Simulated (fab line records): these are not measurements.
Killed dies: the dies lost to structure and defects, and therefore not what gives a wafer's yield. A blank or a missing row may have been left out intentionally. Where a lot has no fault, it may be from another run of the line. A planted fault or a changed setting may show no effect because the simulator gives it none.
fab line records	flow berkeleyCmos170	part 1 of 2: steps 1 to 40 of 44
record: lots: 7	wafers: 21	lastDay: 13
route steps=331 shown GATE@141 PLDD@145 NLDD@158 SPACER@171 PSD@175 M3@331
lots that met no fault: taken from a fault-free run of the same line
startH: the number of hours between the record's first day and the start of the first shown wafer of the lot	waitH: how many hours have passed since the lot's step before this one	" as in the row above	L1.1+2: a row that stands for several wafers	- value missing, or start not given	* or withheld: withheld	< > ~ a bound
route shown NAME@n: NAME is a module with steps in the file, n the number in the route of the first one	usual: mean and standard deviation over wafers with no fault	same: alike in all rows	chamber/n: place in a boat	sites: readings site by site	_std_site: their standard deviation	_edge_site: mean of outer sites minus mean of inner sites	radiusMm: how far each site lies from the wafer's centre	mask NAME#n: copy n	behind: the last tool/chamber to shape the wafer	hold: reason for holding the lot/hours on hold/outcome of the hold	device: transistor that didn't switch, given as n, p or np	end of line: tests run on the same wafers once the route is complete	a step with no rows: only its recipe	killed: at the first sort, the dies lost to defects and structure; wafer yield is something else	map: the dies of a wafer, with x for killed, . for not killed, _ for no die there
set.NAME: the run value of the setting; set.NAME@STEP: its run value at that earlier step	model.NAME: the simulator's own value behind a step, which no gauge read
a table for each step, a row for each wafer; lots at some steps of the route
services: when a tool's chamber went out of use (startH, in hours from the record's first day, below 0 if earlier), for how many hours, and the reason
== steps ==
step: UCB170_GATE_ETCH_15
recipe: chemistry: HBr/Cl2	target: poly-Si	stopOn: SiO2	overEtchFrac: 0.3	icpW: 300	biasW: 150	timeS: 56.3	pressureMtorr: 15	HBr_flow_sccm: 150	Cl2_flow_sccm: 50	targetDepthA: 2782
usual: drypumpMotorCurrentA: 5.8/0.41	heBacksideLeakSccm: 2.70/0.23	oesProductAu: 0.834/0.013	rfFwdPowerW: 297.3/1.2	throttleValvePct: 26.48/0.18
lot.wafer	tool	chamber	startH	waitH	drypumpMotorCurrentA	heBacksideLeakSccm	oesProductAu	rfFwdPowerW	rfHoursCounterH	throttleValvePct
L295.1	rieSi-01	2	155.96	-	5.8	2.39	0.836	297.9	33	26.33
L295.5	"	2	"	"	5.8	2.37	0.833	297.6	-	26.32
L295.6	"	1	"	"	6.0	2.61	0.854	298.0	-	26.67
L301.2	rieSi-01	3	175.78	-	4.8	2.82	0.824	297.1	0	26.55
L301.4	"	0	"	"	6.1	2.79	0.845	297.9	45	26.45
L301.6	"	0	"	"	6.0	2.73	0.840	298.8	-	26.45
L303.2	rieSi-01	3	192.66	-	4.8	2.71	0.825	298.5	0	26.56
L303.3	"	0	"	"	6.1	2.75	0.855	299.1	45	26.44
L303.6	"	2	"	"	5.8	2.54	0.849	298.5	-	26.33
L311.1	rieSi-02	0	230.90	-	6.1	2.08	0.839	297.0	0	26.70
L311.2	"	2	"	"	6.2	3.19	0.834	296.7	98	26.15
L311.6	"	1	"	"	5.5	2.46	0.835	297.0	-	26.61
L314.1	rieSi-01	2	241.89	-	5.7	2.65	0.830	298.6	33	26.33
L314.4	"	1	"	"	6.0	2.78	0.846	298.4	92	26.68
L314.5	"	2	"	"	5.7	2.68	0.834	298.5	-	26.31
L315.2	rieSi-02	2	241.89	-	6.2	3.11	0.823	296.1	98	26.16
L315.3	"	3	"	"	6.0	2.87	0.826	296.2	67	26.53
L315.4	"	1	"	"	5.5	2.49	0.827	296.7	91	26.62
L316.1	rieSi-01	3	259.72	-	4.8	2.77	0.813	297.1	0	26.58
L316.4	"	0	"	"	6.0	2.70	0.849	299.9	45	26.46
L316.6	"	0	"	"	6.1	2.75	0.851	299.2	-	26.46
step: UCB170_GATE_STRIP_16
recipe: chemistry: O2	powerW: 400	pressureMtorr: 3500	platenTempC: withheld	o2FlowSccm: 400	overashFraction: 0.5
usual: drypumpMotorCurrentA: 5.2/0.35	oesProductAu: 0.725/0.0046
lot.wafer	tool	chamber	startH	waitH	drypumpMotorCurrentA	oesProductAu	rfHoursCounterH
L295.1	plasmaAsher-02	0	156.01	0.0	5.2	0.721	44
L295.5	"	1	"	"	5.6	0.722	-
L295.6	"	0	"	"	5.2	0.725	-
L301.2	plasmaAsher-02	0	175.83	0.0	5.2	0.726	46
L301.4	"	1	"	"	5.6	0.724	-
L301.6	"	0	"	"	5.2	0.726	-
L303.2	plasmaAsher-03	0	192.70	0.0	4.9	0.716	41
L303.3	"	0	"	"	4.8	0.732	-
L303.6	"	1	"	"	5.0	0.729	-
L311.1	plasmaAsher-02	0	230.94	0.0	5.2	0.723	51
L311.2	"	1	"	"	5.6	0.730	51
L311.6	"	0	"	"	5.2	0.727	-
L314.1	plasmaAsher-03	1	241.94	0.0	5.0	0.714	47
L314.4	"	0	"	"	4.9	0.723	-
L314.5	"	0	"	"	4.8	0.720	-
L315.2	plasmaAsher-02	0	241.94	0.0	5.2	0.720	53
L315.3	"	1	"	"	5.6	0.720	-
L315.4	"	0	"	"	5.2	0.727	-
L316.1	plasmaAsher-04	0	259.76	0.0	5.7	0.721	55
L316.4	"	0	"	"	5.7	0.727	-
L316.6	"	0	"	"	5.7	0.720	-
step: UCB170_GATE_CD_MEAS_90
recipe: targetCdNm: 350
usual: cdNm: 350.4/1.3
lot.wafer	tool	chamber	startH	waitH	cdNm
L295.1	cdSem-02	-	156.11	0.1	353.2
L295.5	"	-	"	"	350.8
L295.6	"	-	"	"	351.9
L301.2	cdSem-02	-	175.95	0.1	351.6
L301.4	"	-	"	"	350.6
L301.6	"	-	"	"	350.9
L303.2	cdSem-01	-	192.83	0.1	349.5
L303.3	"	-	"	"	348.6
L303.6	"	-	"	"	348.7
L311.1	cdSem-01	-	231.04	0.1	351.0
L311.2	"	-	"	"	351.6
L311.6	"	-	"	"	352.1
L314.1	cdSem-02	-	242.04	0.1	350.2
L314.4	"	-	"	"	350.1
L314.5	"	-	"	"	349.5
L315.2	cdSem-01	-	242.07	0.1	349.3
L315.3	"	-	"	"	350.2
L315.4	"	-	"	"	350.5
L316.1	cdSem-02	-	260.12	0.3	351.2
L316.4	"	-	"	"	351.0
L316.6	"	-	"	"	350.4
step: UCB170_GATE_CLEAN_17
recipe: chemistry: SPM	tempC: 120	timeS: 600
step: UCB170_PLDD_HMDS_00
recipe: primeTimeS: 60	primeTempC: 100
step: UCB170_PLDD_COAT_01
recipe: resist: KrF	spinRpm: 1500	resistThkNm: 900
step: UCB170_PLDD_SOFTBAKE_02
recipe: resist: KrF	tempC: 130	timeS: 60
step: UCB170_PLDD_EXPOSE_03
recipe: maskId: PSELECT	na: 0.5	sigmaOuter: 0.6	sourceShape: conventional	targetCdNm: 1200	doseMj: 30
step: UCB170_PLDD_PEB_04
recipe: pebTempC: 130	pebTimeS: withheld	resist: KrF
step: UCB170_PLDD_DEVELOP_05
recipe: developer: TMAH	developTimeS: 45	resist: KrF	devTempC: 21
step: UCB170_PLDD_CD_MEAS_06
recipe: targetCdNm: 1200
usual: cdNm: 1199.9/1.4
lot.wafer	tool	chamber	startH	waitH	cdNm
L295.1	cdSem-01	-	158.00	-	1199.0
L295.5	"	-	"	"	1199.2
L295.6	"	-	"	"	1197.9
L301.2	cdSem-02	-	177.43	-	1197.1
L301.4	"	-	"	"	1198.5
L301.6	"	-	"	"	1200.0
L303.2	cdSem-01	-	195.83	-	1201.7
L303.3	"	-	"	"	1200.4
L303.6	"	-	"	"	1201.3
L311.1	cdSem-02	-	232.41	-	1200.3
L311.2	"	-	"	"	1201.1
L311.6	"	-	"	"	1200.8
L314.1	cdSem-01	-	243.58	-	1199.3
L314.4	"	-	"	"	1202.5
L314.5	"	-	"	"	1200.9
L315.2	cdSem-01	-	244.88	-	1200.1
L315.3	"	-	"	"	1201.0
L315.4	"	-	"	"	1201.0
L316.1	cdSem-02	-	261.59	-	1199.9
L316.4	"	-	"	"	1200.8
L316.6	"	-	"	"	1200.1
step: UCB170_PLDD_OVL_MEAS_07
usual: PLDD_OVL: 1/5.4
lot.wafer	tool	chamber	startH	waitH	PLDD_OVL[nm]
L295.1	overlay-02	-	158.12	0.1	2
L295.5	"	-	"	"	2
L295.6	"	-	"	"	-3
L301.2	overlay-02	-	177.54	0.1	0
L301.4	"	-	"	"	5
L301.6	"	-	"	"	8
L303.2	overlay-01	-	195.96	0.1	1
L303.3	"	-	"	"	4
L303.6	"	-	"	"	-5
L311.1	overlay-01	-	232.53	0.1	0
L311.2	"	-	"	"	3
L311.6	"	-	"	"	6
L314.1	overlay-01	-	243.70	0.1	-4
L314.4	"	-	"	"	0
L314.5	"	-	"	"	-2
L315.2	overlay-02	-	244.98	0.1	9
L315.3	"	-	"	"	8
L315.4	"	-	"	"	2
L316.1	overlay-02	-	261.71	0.1	-4
L316.4	"	-	"	"	-5
L316.6	"	-	"	"	4
step: UCB170_PLDD_IMPLANT_08
recipe: species: BF2	doseCm2: 5e+13	energyKev: 10	tiltDeg: 7	rotationDeg: 0
usual: doseIonsCm2: 4.999e+13/5.5e+10	faradayCurrentUA: 159/3.1
lot.wafer	tool	chamber	startH	waitH	doseIonsCm2	faradayCurrentUA
L295.1	implanter-03	0	158.16	0.0	5.014e+13	163
L295.5	"	0	"	"	5.004e+13	157
L295.6	"	0	"	"	5.002e+13	154
L301.2	implanter-01	0	177.59	0.0	4.992e+13	163
L301.4	"	0	"	"	4.999e+13	161
L301.6	"	0	"	"	4.993e+13	157
L303.2	implanter-03	0	196.01	0.0	5.006e+13	159
L303.3	"	0	"	"	5.006e+13	156
L303.6	"	0	"	"	4.994e+13	156
L311.1	implanter-03	0	232.57	0.0	3.655e+13	115
L311.2	"	0	"	"	3.651e+13	116
L311.6	"	0	"	"	3.653e+13	117
L314.1	implanter-03	0	243.74	0.0	3.652e+13	119
L314.4	"	0	"	"	3.655e+13	116
L314.5	"	0	"	"	3.655e+13	114
L315.2	implanter-03	0	245.04	0.0	3.648e+13	115
L315.3	"	0	"	"	3.651e+13	110
L315.4	"	0	"	"	3.657e+13	117
L316.1	implanter-02	0	261.74	0.0	4.991e+13	159
L316.4	"	0	"	"	5.003e+13	150
L316.6	"	0	"	"	4.996e+13	156
step: UCB170_PLDD_IMPLANT_09
recipe: species: BF2	doseCm2: 5e+13	energyKev: 10	tiltDeg: 7	rotationDeg: 180
step: UCB170_PLDD_STRIP_10
recipe: chemistry: O2	powerW: 400	pressureMtorr: 3500	platenTempC: withheld	o2FlowSccm: 400	overashFraction: 0.5
usual: drypumpMotorCurrentA: 5.2/0.42	oesProductAu: 0.735/0.0043	stripTimeToEndpointS: 21.61/0.057
lot.wafer	tool	chamber	startH	waitH	drypumpMotorCurrentA	oesProductAu	rfHoursCounterH	stripTimeToEndpointS
L295.1	plasmaAsher-04	0	158.46	0.1	5.7	0.735	43	21.62
L295.5	"	1	"	"	4.7	0.733	-	21.69
L295.6	"	0	"	"	5.7	0.737	-	21.68
L301.2	plasmaAsher-04	0	177.87	0.1	5.7	0.740	45	21.59
L301.4	"	1	"	"	4.7	0.741	-	21.53
L301.6	"	1	"	"	4.7	0.738	-	21.63
L303.2	plasmaAsher-04	1	196.29	0.1	4.8	0.731	47	21.56
L303.3	"	1	"	"	4.7	0.736	-	21.62
L303.6	"	1	"	"	4.8	0.735	-	21.56
L311.1	plasmaAsher-03	0	232.87	0.1	4.8	0.734	45	21.64
L311.2	"	1	"	"	5.0	0.737	45	21.64
L311.6	"	1	"	"	4.9	0.738	-	21.68
L314.1	plasmaAsher-04	1	244.04	0.1	4.7	0.730	52	21.59
L314.4	"	1	"	"	4.7	0.739	-	21.61
L314.5	"	0	"	"	5.7	0.742	-	21.59
L315.2	plasmaAsher-01	1	245.31	0.1	5.3	0.730	14	21.60
L315.3	"	0	"	"	5.9	0.731	-	21.55
L315.4	"	1	"	"	5.3	0.736	-	21.63
L316.1	plasmaAsher-04	0	262.04	0.1	5.7	0.740	55	21.65
L316.4	"	0	"	"	5.7	0.734	-	21.65
L316.6	"	0	"	"	5.7	0.736	-	21.69
step: UCB170_PLDD_TW_MEAS_11
usual: PLDD_TW: 1008/6.9
lot.wafer	tool	chamber	startH	waitH	PLDD_TW
L295.1	filmMetro-01	-	158.56	0.1	994
L295.5	"	-	"	"	995
L295.6	"	-	"	"	1000
L301.2	filmMetro-02	-	177.98	0.1	1007
L301.4	"	-	"	"	1016
L301.6	"	-	"	"	1012
L303.2	filmMetro-01	-	196.40	0.1	999
L303.3	"	-	"	"	998
L303.6	"	-	"	"	1001
L311.1	filmMetro-04	-	232.97	0.1	968
L311.2	"	-	"	"	964
L311.6	"	-	"	"	964
L314.1	filmMetro-04	-	244.14	0.1	968
L314.4	"	-	"	"	967
L314.5	"	-	"	"	965
L315.2	filmMetro-01	-	245.42	0.1	957
L315.3	"	-	"	"	957
L315.4	"	-	"	"	953
L316.1	filmMetro-02	-	262.14	0.1	1008
L316.4	"	-	"	"	999
L316.6	"	-	"	"	1002
step: UCB170_PLDD_CLEAN_12
recipe: chemistry: SPM	tempC: 120	timeS: 600
step: UCB170_NLDD_HMDS_00
recipe: primeTimeS: 60	primeTempC: 100
step: UCB170_NLDD_COAT_01
recipe: resist: KrF	spinRpm: 1500	resistThkNm: 900
step: UCB170_NLDD_SOFTBAKE_02
recipe: resist: KrF	tempC: 130	timeS: 60
step: UCB170_NLDD_EXPOSE_03
recipe: maskId: NSELECT	na: 0.5	sigmaOuter: 0.6	sourceShape: conventional	targetCdNm: 1200	doseMj: 30
step: UCB170_NLDD_PEB_04
recipe: pebTempC: 130	pebTimeS: withheld	resist: KrF
step: UCB170_NLDD_DEVELOP_05
recipe: developer: TMAH	developTimeS: 45	resist: KrF	devTempC: 21
step: UCB170_NLDD_CD_MEAS_06
recipe: targetCdNm: 1200
usual: cdNm: 1199.9/1.3
lot.wafer	tool	chamber	startH	waitH	cdNm
L295.1	cdSem-02	-	159.88	-	1199.0
L295.5	"	-	"	"	1200.2
L295.6	"	-	"	"	1201.5
L301.2	cdSem-01	-	179.50	-	1200.1
L301.4	"	-	"	"	1199.5
L301.6	"	-	"	"	1199.2
L303.2	cdSem-02	-	197.93	-	1201.8
L303.3	"	-	"	"	1201.3
L303.6	"	-	"	"	1202.2
L311.1	cdSem-01	-	234.67	-	1201.3
L311.2	"	-	"	"	1200.1
L311.6	"	-	"	"	1199.7
L314.1	cdSem-02	-	246.93	-	1199.3
L314.4	"	-	"	"	1199.5
L314.5	"	-	"	"	1198.5
L315.2	cdSem-01	-	247.78	-	1201.0
L315.3	"	-	"	"	1200.9
L315.4	"	-	"	"	1201.3
L316.1	cdSem-02	-	263.73	-	1200.6
L316.4	"	-	"	"	1200.0
L316.6	"	-	"	"	1200.4
step: UCB170_NLDD_OVL_MEAS_07
usual: NLDD_OVL: 1/5
lot.wafer	tool	chamber	startH	waitH	NLDD_OVL[nm]
L295.1	overlay-02	-	160.00	0.1	-1
L295.5	"	-	"	"	0
L295.6	"	-	"	"	0
L301.2	overlay-02	-	179.60	0.1	-1
L301.4	"	-	"	"	-9
L301.6	"	-	"	"	-1
L303.2	overlay-01	-	198.03	0.1	4
L303.3	"	-	"	"	13
L303.6	"	-	"	"	4
L311.1	overlay-01	-	234.79	0.1	-6
L311.2	"	-	"	"	1
L311.6	"	-	"	"	2
L314.1	overlay-01	-	247.05	0.1	0
L314.4	"	-	"	"	-1
L314.5	"	-	"	"	2
L315.2	overlay-02	-	247.88	0.1	-11
L315.3	"	-	"	"	-2
L315.4	"	-	"	"	-6
L316.1	overlay-01	-	263.85	0.1	0
L316.4	"	-	"	"	5
L316.6	"	-	"	"	2
step: UCB170_NLDD_IMPLANT_08
recipe: species: As	doseCm2: 5e+13	energyKev: 30	tiltDeg: 7	rotationDeg: 0
step: UCB170_NLDD_IMPLANT_09
recipe: species: As	doseCm2: 5.063e+13	energyKev: 30	tiltDeg: 7	rotationDeg: 180
step: UCB170_NLDD_STRIP_10
recipe: chemistry: O2	powerW: 400	pressureMtorr: 3500	platenTempC: withheld	o2FlowSccm: 400	overashFraction: 0.5
usual: drypumpMotorCurrentA: 5.4/0.39	oesProductAu: 0.735/0.0048	stripTimeToEndpointS: 21.62/0.061
lot.wafer	tool	chamber	startH	waitH	drypumpMotorCurrentA	oesProductAu	rfHoursCounterH	stripTimeToEndpointS
L295.1	plasmaAsher-01	0	160.33	0.1	5.9	0.726	5	21.71
L295.5	"	0	"	"	5.9	0.736	-	21.69
L295.6	"	1	"	"	5.3	0.731	-	21.63
L301.2	plasmaAsher-04	0	179.93	0.1	5.7	0.736	45	21.62
L301.4	"	0	"	"	5.7	0.735	-	21.62
L301.6	"	1	"	"	4.7	0.737	-	21.64
L303.2	plasmaAsher-04	1	198.36	0.1	4.7	0.729	47	21.67
L303.3	"	0	"	"	5.7	0.738	-	21.67
L303.6	"	1	"	"	4.7	0.736	-	21.66
L311.1	plasmaAsher-02	0	235.18	0.2	5.2	0.730	52	21.66
L311.2	"	1	"	"	5.7	0.741	52	21.68
L311.6	"	0	"	"	5.2	0.737	-	21.66
L314.1	plasmaAsher-01	0	247.39	0.1	5.9	0.738	14	21.64
L314.4	"	0	"	"	5.9	0.735	-	21.67
L314.5	"	1	"	"	5.3	0.740	-	21.67
L315.2	plasmaAsher-04	0	248.21	0.1	5.7	0.735	53	21.52
L315.3	"	1	"	"	4.7	0.735	-	21.56
L315.4	"	0	"	"	5.7	0.730	-	21.52
L316.1	plasmaAsher-02	1	264.18	0.1	5.6	0.730	54	21.65
L316.4	"	0	"	"	5.2	0.731	-	21.60
L316.6	"	1	"	"	5.6	0.729	-	21.62
step: UCB170_NLDD_TW_MEAS_11
usual: NLDD_TW: 2215/13
lot.wafer	tool	chamber	startH	waitH	NLDD_TW
L295.1	filmMetro-01	-	160.43	0.1	2180
L295.5	"	-	"	"	2193
L295.6	"	-	"	"	2188
L301.2	filmMetro-01	-	180.04	0.1	2199
L301.4	"	-	"	"	2203
L301.6	"	-	"	"	2204
L303.2	filmMetro-02	-	198.47	0.1	2203
L303.3	"	-	"	"	2211
L303.6	"	-	"	"	2210
L311.1	filmMetro-04	-	235.30	0.1	2221
L311.2	"	-	"	"	2231
L311.6	"	-	"	"	2225
L314.1	filmMetro-02	-	247.49	0.1	2205
L314.4	"	-	"	"	2199
L314.5	"	-	"	"	2198
L315.2	filmMetro-02	-	248.36	0.1	2211
L315.3	"	-	"	"	2213
L315.4	"	-	"	"	2204
L316.1	filmMetro-04	-	264.28	0.1	2216
L316.4	"	-	"	"	2219
L316.6	"	-	"	"	2238
step: UCB170_NLDD_CLEAN_12
recipe: chemistry: SPM	tempC: 120	timeS: 600
step: UCB170_SPACER_CVD_00
recipe: material: SiO2	targetThkNm: 376	tempC: 390	precursor: TEOS/O2	timeS: 47	rfW: 550	pressureMtorr: 9000
step: UCB170_SPACER_THK_MEAS_01
recipe: reads: SiO2_of_SPACER_CVD_00
usual: SPACER_TEOS_THK: 378/4.8
lot.wafer	tool	chamber	startH	waitH	SPACER_TEOS_THK[nm]
L295.1	filmMetro-02	-	160.79	0.0	377
L295.5	"	-	"	"	382
L295.6	"	-	"	"	379
L301.2	filmMetro-02	-	180.89	0.0	380
L301.4	"	-	"	"	384
L301.6	"	-	"	"	385
L303.2	filmMetro-03	-	198.75	0.0	377
L303.3	"	-	"	"	378
L303.6	"	-	"	"	385
L311.1	filmMetro-04	-	235.67	0.0	374
L311.2	"	-	"	"	375
L311.6	"	-	"	"	378
L314.1	filmMetro-02	-	248.03	0.0	377
L314.4	"	-	"	"	383
L314.5	"	-	"	"	384
L315.2	filmMetro-02	-	248.79	0.0	373
L315.3	"	-	"	"	372
L315.4	"	-	"	"	380
L316.1	filmMetro-04	-	264.57	0.0	369
L316.4	"	-	"	"	375
L316.6	"	-	"	"	374
step: UCB170_SPACER_ANNEAL_02
recipe: tempC: 900	timeS: 1800	ambient: N2
step: UCB170_SPACER_ETCHBACK_03
recipe: stopOn: Si	target: SiO2	chemistry: CHF3/CF4/Ar	CHF3_flow_sccm: 50	cf4FlowSccm: 10	Ar_flow_sccm: 120	pressureMtorr: 200	rfW: 500	targetDepthA: 3760	timeS: 100
usual: drypumpMotorCurrentA: 5.86/0.29	oesProductAu: 0.903/0.015	rfFwdPowerW: 497.1/1.7	throttleValvePct: 6.47/0.12
lot.wafer	tool	chamber	startH	waitH	drypumpMotorCurrentA	oesProductAu	rfFwdPowerW	rfHoursCounterH	throttleValvePct
L295.1	rieDiel-02	0	166.98	0.0	6.16	0.922	497.4	0	6.60
L295.5	"	3	"	"	5.37	0.889	498.6	-	6.26
L295.6	"	0	"	"	6.11	0.921	496.0	-	6.62
L301.2	rieDiel-03	1	187.56	0.0	6.22	0.916	496.4	77	6.54
L301.4	"	0	"	"	5.88	0.929	496.2	-	6.41
L301.6	"	1	"	"	6.22	0.933	494.2	-	6.52
L303.2	rieDiel-02	2	208.30	0.0	5.73	0.896	496.2	101	6.50
L303.3	"	0	"	"	6.09	0.923	497.9	2	6.59
L303.6	"	0	"	"	6.11	0.935	495.7	-	6.60
L311.1	rieDiel-04	0	238.71	0.0	5.63	0.906	498.8	40	6.62
L311.2	"	3	"	"	5.85	0.871	495.7	23	6.65
L311.6	"	1	"	"	6.44	0.899	496.8	-	6.44
L314.1	rieDiel-04	1	253.23	0.0	6.41	0.889	496.3	48	6.43
L314.4	"	0	"	"	5.64	0.924	496.2	41	6.62
L314.5	"	3	"	"	5.90	0.893	498.0	-	6.66
L315.2	rieDiel-02	0	253.23	0.0	6.05	0.913	494.6	4	6.60
L315.3	"	2	"	"	5.72	0.883	495.2	103	6.50
L315.4	"	1	"	"	5.79	0.911	495.4	77	6.29
L316.1	rieDiel-03	1	267.91	0.0	6.24	0.899	497.5	81	6.52
L316.4	"	0	"	"	5.88	0.915	496.8	14	6.41
L316.6	"	1	"	"	6.24	0.907	493.7	-	6.53
step: UCB170_PSD_HMDS_00
recipe: primeTimeS: 60	primeTempC: 100
step: UCB170_PSD_COAT_01
recipe: resist: KrF	spinRpm: 1500	resistThkNm: 900
step: UCB170_PSD_SOFTBAKE_02
recipe: resist: KrF	tempC: 130	timeS: 60
step: UCB170_PSD_EXPOSE_03
recipe: maskId: PSELECT_MOD	na: 0.5	sigmaOuter: 0.6	sourceShape: conventional	targetCdNm: 1200	doseMj: 30
step: UCB170_PSD_PEB_04
recipe: pebTempC: 130	pebTimeS: withheld	resist: KrF
step: UCB170_PSD_DEVELOP_05
recipe: developer: TMAH	developTimeS: 45	resist: KrF	devTempC: 21
== key ==
firstSign: step: UCB170_PLDD_IMPLANT_08	reading: doseIonsCm2	direction: down	sigmas: 99+	usual: 4.999e+13	struck: 3.653e+13
effect: step: UCB170_PLDD_IMPLANT_08	reading: faradayCurrentUA	direction: down	sigmas: 14	usual: 159	struck: 115
effect: step: UCB170_PLDD_TW_MEAS_11	reading: PLDD_TW	direction: down	sigmas: 6.6	usual: 1008	struck: 963
effect: step: UCB170_SDANNEAL_RS_MEAS_04	reading: PLDD_RS	direction: up	sigmas: 42	usual: 1032	struck: 1158
modelEffect: step: UCB170_M3_PROBE_99	value: etest.pldd.lineOhmUm	without: 1847	struck: 2086
metAt UCB170_PLDD_IMPLANT_08
struckWafers L311.1,L311.2,L311.6,L314.1,L314.4,L314.5,L315.2,L315.3,L315.4
testerLeftOut L311,L314,L315
onsetBetween 196.01 232.57
fault: kind: processParameterDrift	tool: implanter-03	chamber: -	onsetH: 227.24	steps: UCB170_PLDD_IMPLANT_08	channel: doseCm2	offset: -1.3431e+13	shape: step	endH: 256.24	actsIn: theseRecipesOnly	stated: 5e+13
testerLeftOut: of these lots the tester's yield and bins aren't shown, on N5 and GAA mostly nor the transistor test; their killed dies are dies lost to structure and defects alone, not to doping, threshold or leakage, so they don't give the yield
